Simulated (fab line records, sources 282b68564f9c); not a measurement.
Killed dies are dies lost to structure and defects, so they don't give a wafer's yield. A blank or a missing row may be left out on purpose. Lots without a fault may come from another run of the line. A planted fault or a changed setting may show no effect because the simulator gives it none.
Split-lot experiment | flow rit_cmos | 5 lots, 23 wafers read, on a route of 202 steps

THE SPLIT
At RIT_PRETRO_IMPLANT_08, the setting energy_kev was moved away from the recipe's 45 on 6 of the 23 wafers read, by -5.9% to +2.6%. The other wafers ran this setting at the recipe's value.

The reading is taken at the split's own step.

THE READING
implant.drp_nm (the simulator's own value, which no gauge read), in nm, at RIT_PRETRO_IMPLANT_08. The file gives no usual value for it.

wafer  | tool, chamber at the split | energy_kev as run | against the recipe | implant.drp_nm, nm | against lot-mates on the recipe
L074.1 | implanter-02, 0            | 45                | recipe             | 55.07              | -
L074.2 | implanter-02, 0            | 45                | recipe             | 55.07              | -
L074.3 | implanter-02, 0            | 45                | recipe             | 55.07              | -
L074.4 | implanter-02, 0            | 45                | recipe             | 55.07              | -
L074.6 | implanter-02, 0            | 45                | recipe             | 55.07              | -
L076.1 | implanter-02, 0            | 45                | recipe             | 55.07              | -
L076.3 | implanter-02, 0            | 45                | recipe             | 55.07              | -
L076.4 | implanter-02, 0            | 45                | recipe             | 55.07              | -
L076.5 | implanter-02, 0            | 45                | recipe             | 55.07              | -
L076.6 | implanter-02, 0            | 45                | recipe             | 55.07              | -
L077.1 | implanter-02, 0            | 45                | recipe             | 55.07              | -
L077.6 | implanter-02, 0            | 45                | recipe             | 55.07              | -
L077.2 | implanter-02, 0            | 46.17             | +2.6%              | 55.91              | +0.84
L077.3 | implanter-02, 0            | 46.17             | +2.6%              | 55.91              | +0.84
L077.4 | implanter-02, 0            | 46.17             | +2.6%              | 55.91              | +0.84
L080.3 | implanter-04, 0            | 45                | recipe             | 55.07              | -
L080.5 | implanter-04, 0            | 45                | recipe             | 55.07              | -
L080.6 | implanter-04, 0            | 45                | recipe             | 55.07              | -
L082.1 | implanter-04, 0            | 42.33             | -5.9%              | 53.09              | -1.98
L082.3 | implanter-04, 0            | 42.33             | -5.9%              | 53.09              | -1.98
L082.6 | implanter-04, 0            | 42.33             | -5.9%              | 53.09              | -1.98
L082.4 | implanter-04, 0            | 45                | recipe             | 55.07              | -
L082.5 | implanter-04, 0            | 45                | recipe             | 55.07              | -

THE FIT
A straight line over all 23 wafers: implant.drp_nm changes by +0.332 nm for each +1% of energy_kev; r = +1.00; the points scatter about the line by 0.0084 nm.
The same after taking each lot's own level away (the mean of its wafers on the recipe; 23 wafers): +0.332 nm for each +1%; r = +1.00; scatter 0.0084 nm.
On that fit, the largest move of energy_kev shifts the reading by 2 nm.
The lots' own levels span 55.070 to 55.070 nm.
So the lot-to-lot level changes the slope little: the two slopes agree.
Check: with one of the wafers moved furthest among these (-5.9%) left out of the fit, the line predicts -1.97 nm for it against its lot-mates. It came out at -1.98 nm against them.

OTHER SPLITS ON THESE WAFERS
These wafers also went through other splits before the reading. Each is held against what the fit with the lots' levels taken away leaves over:
other split on the same wafers   | wafers away from the commonest value | r with implant.drp_nm (lot level and that fit taken away)
RIT_ACTIVE_CVD_03 temp_c         | 15                                   | +0.42
RIT_ACTIVE_COAT_06 resist_thk_nm | 7                                    | +0.21
RIT_PWELL_SOFTBAKE_02 temp_c     | 10                                   | +0.29
RIT_PWELL_IMPLANT_08 energy_kev  | 12                                   | -0.49
RIT_PRETRO_COAT_01 resist_thk_nm | 7                                    | +0.09
RIT_PRETRO_HARDBAKE_07 temp_c    | 4                                    | -0.12

THE WHOLE CHAIN: every reading that the file lists as answering this split, in the file's order
step                  | what it does | reading                                                         | change (the file's fit)               | r (the file's)
RIT_PRETRO_IMPLANT_08 |              | implant.rp_nm (the simulator's own value, which no gauge read)  | +1.32 nm for each +1% of the setting  | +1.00
RIT_PRETRO_IMPLANT_08 |              | implant.drp_nm (the simulator's own value, which no gauge read) | +0.332 nm for each +1% of the setting | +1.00

THE FILE'S OWN FIT
implant.drp_nm changes by +0.332 nm for each +1% of energy_kev, r = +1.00.
